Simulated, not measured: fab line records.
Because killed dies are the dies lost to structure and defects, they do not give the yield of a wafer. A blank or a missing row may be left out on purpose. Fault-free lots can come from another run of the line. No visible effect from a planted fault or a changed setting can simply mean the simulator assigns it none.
Chamber matching | flow berkeley_cmos170 | cmp-02 running UCB170_V2_CMP_02: 4 sister chambers
The step polishes SiO2. 8 wafers are shown with their chamber, then 7 later ones without.

== WAFERS WITH THEIR CHAMBER ==
wafer  | chamber | motor_current_A (A) | slurry_filter_dp_kPa (kPa)
L558.2 | 2       | 16.3                | 13.55
L562.3 | 1       | 18.2                | 13.52
L562.5 | 3       | 17.3                | 13.30
L568.1 | 1       | 18.2                | 13.52
L568.3 | 0       | 16.1                | 13.44
L568.6 | 3       | 16.7                | 13.55
L567.2 | 2       | 16.1                | 13.69
L567.3 | 0       | 17.1                | 13.40

== WAFERS WITHOUT THEIR CHAMBER ==
wafer  | motor_current_A (A) | slurry_filter_dp_kPa (kPa)
L567.6 | 16.4                | 13.55
L571.2 | 17.2                | 13.76
L571.4 | 16.9                | 13.66
L571.6 | 18.0                | 13.68
L573.4 | 15.9                | 13.41
L573.5 | 18.1                | 13.55
L573.6 | 16.7                | 13.53

== WHICH CHAMBER EACH ONE RAN IN ==
wafer  | from the rows above               | in truth
L567.6 | can't be placed: 2 or 0 or 3      | 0
L571.2 | can't be placed: 2 or 3 or 1 or 0 | 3
L571.4 | can't be placed: 2 or 3 or 0 or 1 | 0
L571.6 | can't be placed: 1 or 3           | 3
L573.4 | can't be placed: 0 or 2 or 3      | 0
L573.5 | 1                                 | 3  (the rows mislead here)
L573.6 | can't be placed: 0 or 3 or 2      | 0
Placed correctly: 0 of 7. Unplaceable from these rows: 6, with the true chamber sitting among the candidates in 6. Wrongly placed: 1.
How it was worked out, from the rows above alone: a wafer's distance from a chamber is the root of the sum, over the readings, of the square of ((its reading less the chamber's mean) divided by the reading's scatter). The wafer belongs to the nearest chamber; if the next one is less than 2 further off, it can't be placed. A chamber's mean is the mean of its shown wafers. The scatter: take each reading less its chamber's mean, square it, sum over the shown wafers, divide by the number of wafers less the number of chambers, and take the root.
